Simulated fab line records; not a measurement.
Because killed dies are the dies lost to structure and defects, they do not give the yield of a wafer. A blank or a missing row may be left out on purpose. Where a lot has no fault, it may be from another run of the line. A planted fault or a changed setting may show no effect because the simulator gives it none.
The tool behind it: which one? || flow rit_cmos || 14 lots with 42 wafers sampled at 5 steps, on a route of 202 steps

WHAT THE GAUGES SHOWED, per wafer
RIT_NRETRO_OVL_MEAS_06.
{"lot": "L238", "measured": "day 2 05:44", "on": "overlay-01", "NRETRO_OVL (nm)": "1.0 2.1 1.6"}
{"lot": "L240", "measured": "day 2 15:52", "on": "overlay-02", "NRETRO_OVL (nm)": "-2.2 -1.9 -2.7"}
{"lot": "L242", "measured": "day 3 02:04", "on": "overlay-01", "NRETRO_OVL (nm)": "1.3 2.0 1.4"}
{"lot": "L243", "measured": "day 3 06:10", "on": "overlay-02", "NRETRO_OVL (nm)": "-0.8 -1.9 -2.3"}
{"lot": "L245", "measured": "day 3 16:57", "on": "overlay-01", "NRETRO_OVL (nm)": "-1.6 -1.6 -2.9"}
{"lot": "L246", "measured": "day 3 22:07", "on": "overlay-01", "NRETRO_OVL (nm)": "0.4 -0.1 -0.5"}
{"lot": "L249", "measured": "day 4 13:35", "on": "overlay-02", "NRETRO_OVL (nm)": "2.0 0.2 0.1"}
{"lot": "L251", "measured": "day 4 22:09", "on": "overlay-02", "NRETRO_OVL (nm)": "-2.9 -1.8 -0.9"}
{"lot": "L252", "measured": "day 5 04:07", "on": "overlay-01", "NRETRO_OVL (nm)": "-1.3 2.2 0.2"}
{"lot": "L254", "measured": "day 5 14:17", "on": "overlay-01", "NRETRO_OVL (nm)": "-0.2 -3.1 -1.9"}
{"lot": "L255", "measured": "day 5 18:09", "on": "overlay-01", "NRETRO_OVL (nm)": "0.5 0.7 0.5"}
{"lot": "L259", "measured": "day 6 14:04", "on": "overlay-02", "NRETRO_OVL (nm)": "-0.8 -2.1 -1.7"}
{"lot": "L260", "measured": "day 6 19:34", "on": "overlay-02", "NRETRO_OVL (nm)": "-0.5 -2.7 -0.4"}
{"lot": "L261", "measured": "day 7 00:01", "on": "overlay-02", "NRETRO_OVL (nm)": "-1.4 -1.1 -3.3"}

RIT_NLDD_OVL_MEAS_06.
{"lot": "L238", "measured": "day 2 18:05", "on": "overlay-01", "NLDD_OVL (nm)": "1.4 0.2 1.5"}
{"lot": "L240", "measured": "day 3 03:09", "on": "overlay-01", "NLDD_OVL (nm)": "-0.1 -0.2 -1.6"}
{"lot": "L242", "measured": "day 3 14:49", "on": "overlay-02", "NLDD_OVL (nm)": "0.0 1.5 -1.8"}
{"lot": "L243", "measured": "day 3 19:52", "on": "overlay-02", "NLDD_OVL (nm)": "0.0 -1.0 -1.0"}
{"lot": "L245", "measured": "day 4 05:37", "on": "overlay-02", "NLDD_OVL (nm)": "1.6 2.3 -0.2"}
{"lot": "L246", "measured": "day 4 09:51", "on": "overlay-01", "NLDD_OVL (nm)": "-0.7 1.1 0.9"}
{"lot": "L249", "measured": "day 5 03:25", "on": "overlay-01", "NLDD_OVL (nm)": "2.2 1.8 2.6"}
{"lot": "L251", "measured": "day 5 09:52", "on": "overlay-01", "NLDD_OVL (nm)": "1.3 0.9 2.0"}
{"lot": "L252", "measured": "day 5 16:23", "on": "overlay-02", "NLDD_OVL (nm)": "1.0 0.4 2.6"}
{"lot": "L254", "measured": "day 6 01:38", "on": "overlay-01", "NLDD_OVL (nm)": "-1.6 -0.8 -1.0"}
{"lot": "L255", "measured": "day 6 06:07", "on": "overlay-01", "NLDD_OVL (nm)": "0.6 0.8 0.2"}
{"lot": "L259", "measured": "day 7 01:39", "on": "overlay-02", "NLDD_OVL (nm)": "-0.3 0.7 1.7"}
{"lot": "L260", "measured": "day 7 08:14", "on": "overlay-02", "NLDD_OVL (nm)": "-0.7 -0.2 -0.2"}
{"lot": "L261", "measured": "day 7 12:59", "on": "overlay-02", "NLDD_OVL (nm)": "-2.8 -2.9 -2.1"}

RIT_SDANNEAL_RS_MEAS_07: a four-point-probe measurement.
{"lot": "L238", "measured": "day 3 03:19", "on": "film_metro-01", "NLDD_RS (ohm/sq)": "151.7 151.6 150.9"}
{"lot": "L240", "measured": "day 3 11:53", "on": "film_metro-03", "NLDD_RS (ohm/sq)": "151.2 151.0 150.9"}
{"lot": "L242", "measured": "day 4 00:12", "on": "film_metro-04", "NLDD_RS (ohm/sq)": "152.2 152.0 152.1"}
{"lot": "L243", "measured": "day 4 04:32", "on": "film_metro-04", "NLDD_RS (ohm/sq)": "151.5 151.9 152.0"}
{"lot": "L245", "measured": "day 4 13:56", "on": "film_metro-04", "NLDD_RS (ohm/sq)": "152.6 152.7 152.1"}
{"lot": "L246", "measured": "day 4 19:16", "on": "film_metro-04", "NLDD_RS (ohm/sq)": "152.0 151.2 151.8"}
{"lot": "L249", "measured": "day 5 12:13", "on": "film_metro-04", "NLDD_RS (ohm/sq)": "151.6 151.7 151.6"}
{"lot": "L251", "measured": "day 5 18:24", "on": "film_metro-04", "NLDD_RS (ohm/sq)": "152.3 151.5 151.9"}
{"lot": "L252", "measured": "day 6 00:46", "on": "film_metro-04", "NLDD_RS (ohm/sq)": "151.4 151.6 151.9"}
{"lot": "L254", "measured": "day 6 10:00", "on": "film_metro-04", "NLDD_RS (ohm/sq)": "151.6 151.8 151.6"}
{"lot": "L255", "measured": "day 6 14:38", "on": "film_metro-01", "NLDD_RS (ohm/sq)": "151.5 152.2 152.2"}
{"lot": "L259", "measured": "day 7 10:01", "on": "film_metro-01", "NLDD_RS (ohm/sq)": "164.7 165.1 164.1"}
{"lot": "L260", "measured": "day 7 16:47", "on": "film_metro-04", "NLDD_RS (ohm/sq)": "164.3 165.1 164.7"}
{"lot": "L261", "measured": "day 7 21:36", "on": "film_metro-01", "NLDD_RS (ohm/sq)": "151.3 151.1 151.6"}

WHICH TOOL RAN EACH LOT (tool, then ch and the chambers of the sampled wafers, then the start)
{"lot": "L238", "RIT_NLDD_IMPLANT_08": "implanter-04 ch 0, day 2 18:18", "RIT_PLDD_STRIP_09": "plasma_asher-02 ch 0,1, day 2 19:50"}
{"lot": "L240", "RIT_NLDD_IMPLANT_08": "implanter-02 ch 0, day 3 03:20", "RIT_PLDD_STRIP_09": "plasma_asher-04 ch 0,1, day 3 04:55"}
{"lot": "L242", "RIT_NLDD_IMPLANT_08": "implanter-04 ch 0, day 3 15:03", "RIT_PLDD_STRIP_09": "plasma_asher-02 ch 0,1, day 3 16:38"}
{"lot": "L243", "RIT_NLDD_IMPLANT_08": "implanter-02 ch 0, day 3 20:04", "RIT_PLDD_STRIP_09": "plasma_asher-04 ch 0,1, day 3 21:44"}
{"lot": "L245", "RIT_NLDD_IMPLANT_08": "implanter-02 ch 0, day 4 05:50", "RIT_PLDD_STRIP_09": "plasma_asher-04 ch 0,1, day 4 07:33"}
{"lot": "L246", "RIT_NLDD_IMPLANT_08": "implanter-04 ch 0, day 4 10:04", "RIT_PLDD_STRIP_09": "plasma_asher-01 ch 1, day 4 11:36"}
{"lot": "L249", "RIT_NLDD_IMPLANT_08": "implanter-04 ch 0, day 5 03:48", "RIT_PLDD_STRIP_09": "plasma_asher-02 ch 1, day 5 05:29"}
{"lot": "L251", "RIT_NLDD_IMPLANT_08": "implanter-01 ch 0, day 5 10:02", "RIT_PLDD_STRIP_09": "plasma_asher-01 ch 0,1, day 5 11:38"}
{"lot": "L252", "RIT_NLDD_IMPLANT_08": "implanter-04 ch 0, day 5 16:34", "RIT_PLDD_STRIP_09": "plasma_asher-02 ch 0,1, day 5 18:17"}
{"lot": "L254", "RIT_NLDD_IMPLANT_08": "implanter-02 ch 0, day 6 01:49", "RIT_PLDD_STRIP_09": "plasma_asher-01 ch 0,1, day 6 03:23"}
{"lot": "L255", "RIT_NLDD_IMPLANT_08": "implanter-02 ch 0, day 6 06:19", "RIT_PLDD_STRIP_09": "plasma_asher-02 ch 0,1, day 6 07:56"}
{"lot": "L259", "RIT_NLDD_IMPLANT_08": "implanter-02 ch 0, day 7 01:50", "RIT_PLDD_STRIP_09": "plasma_asher-01 ch 0, day 7 03:25"}
{"lot": "L260", "RIT_NLDD_IMPLANT_08": "implanter-02 ch 0, day 7 08:25", "RIT_PLDD_STRIP_09": "plasma_asher-01 ch 1, day 7 10:07"}
{"lot": "L261", "RIT_NLDD_IMPLANT_08": "implanter-01 ch 0, day 7 13:13", "RIT_PLDD_STRIP_09": "plasma_asher-02 ch 0,1, day 7 14:55"}
- RIT_NLDD_IMPLANT_08
- RIT_PLDD_STRIP_09: strips in O2, time 180 s.

WHAT THE TOOLS THEMSELVES READ (means of the sampled wafers that have a number; where no wafer has one, the mark that the record gives instead)
RIT_NLDD_IMPLANT_08.
{"lot": "L238", "tool": "implanter-04", "dose_ions_cm2": 5e+14, "faraday_current_uA": 1598}
{"lot": "L240", "tool": "implanter-02", "dose_ions_cm2": 5e+14, "faraday_current_uA": 1561}
{"lot": "L242", "tool": "implanter-04", "dose_ions_cm2": 5e+14, "faraday_current_uA": 1569}
{"lot": "L243", "tool": "implanter-02", "dose_ions_cm2": 5e+14, "faraday_current_uA": 1554}
{"lot": "L245", "tool": "implanter-02", "dose_ions_cm2": 5e+14, "faraday_current_uA": 1564}
{"lot": "L246", "tool": "implanter-04", "dose_ions_cm2": 5e+14, "faraday_current_uA": 1582}
{"lot": "L249", "tool": "implanter-04", "dose_ions_cm2": 5e+14, "faraday_current_uA": 1562}
{"lot": "L251", "tool": "implanter-01", "dose_ions_cm2": 5e+14, "faraday_current_uA": 1568}
{"lot": "L252", "tool": "implanter-04", "dose_ions_cm2": 5e+14, "faraday_current_uA": 1560}
{"lot": "L254", "tool": "implanter-02", "dose_ions_cm2": 5e+14, "faraday_current_uA": 1619}
{"lot": "L255", "tool": "implanter-02", "dose_ions_cm2": 5e+14, "faraday_current_uA": 1567}
{"lot": "L259", "tool": "implanter-02", "dose_ions_cm2": 5e+14, "faraday_current_uA": 1442}
{"lot": "L260", "tool": "implanter-02", "dose_ions_cm2": 5e+14, "faraday_current_uA": 1418}
{"lot": "L261", "tool": "implanter-01", "dose_ions_cm2": 5e+14, "faraday_current_uA": 1562}

RIT_PLDD_STRIP_09.
{"lot": "L238", "tool": "plasma_asher-02", "drypump_motor_current_A (A)": 5.7}
{"lot": "L240", "tool": "plasma_asher-04", "drypump_motor_current_A (A)": 5.8}
{"lot": "L242", "tool": "plasma_asher-02", "drypump_motor_current_A (A)": 5.7}
{"lot": "L243", "tool": "plasma_asher-04", "drypump_motor_current_A (A)": 5.8}
{"lot": "L245", "tool": "plasma_asher-04", "drypump_motor_current_A (A)": 5.8}
{"lot": "L246", "tool": "plasma_asher-01", "drypump_motor_current_A (A)": 5.3}
{"lot": "L249", "tool": "plasma_asher-02", "drypump_motor_current_A (A)": 5.9}
{"lot": "L251", "tool": "plasma_asher-01", "drypump_motor_current_A (A)": 5.8}
{"lot": "L252", "tool": "plasma_asher-02", "drypump_motor_current_A (A)": 5.5}
{"lot": "L254", "tool": "plasma_asher-01", "drypump_motor_current_A (A)": 5.6}
{"lot": "L255", "tool": "plasma_asher-02", "drypump_motor_current_A (A)": 5.7}
{"lot": "L259", "tool": "plasma_asher-01", "drypump_motor_current_A (A)": 6.1}
{"lot": "L260", "tool": "plasma_asher-01", "drypump_motor_current_A (A)": 5.3}
{"lot": "L261", "tool": "plasma_asher-02", "drypump_motor_current_A (A)": 5.5}

THE ANSWER, worked out from the rows above alone
Rule: the usual values come from the lots themselves. The widest of any qualifying gaps counts: lots, ordered by their means at a reading, are off when they make up no more than a third of the lots, leave a main group of 4 or more, and stand apart from it by 3 or more times the standard deviation of that group's means. Not used: any main group whose means are identical at the precision the tables above print for the reading. A lot without any number at a reading at which 4 lots or more have one is off too. Where the step has rows for the other lots, those lots are counted as sound. The gauges are gone through in route order, then the tools' own readings, and for those a lot's mean is taken as printed above. The first step at which some lot is off is used, and at that step the reading that is off furthest; a lot without a number counts as furthest.
Off: L259, L260, at RIT_SDANNEAL_RS_MEAS_07 (NLDD_RS). Main group: mean 151.7 ohm/sq, sd 0.36.
If a tool, at a process step before that reading, ran all the lots that are off and no sound lot after the first of them, it fits. The gauges at RIT_SDANNEAL_RS_MEAS_07 aren't tried: what is off there is off at RIT_NLDD_IMPLANT_08 too, on other tools, and a gauge's error can't cause that. 2 tools fit, implanter-02 at RIT_NLDD_IMPLANT_08 and plasma_asher-01 at RIT_PLDD_STRIP_09, so this cannot tell which one it is.

WHAT HAD BEEN PUT IN BY THE SIMULATOR
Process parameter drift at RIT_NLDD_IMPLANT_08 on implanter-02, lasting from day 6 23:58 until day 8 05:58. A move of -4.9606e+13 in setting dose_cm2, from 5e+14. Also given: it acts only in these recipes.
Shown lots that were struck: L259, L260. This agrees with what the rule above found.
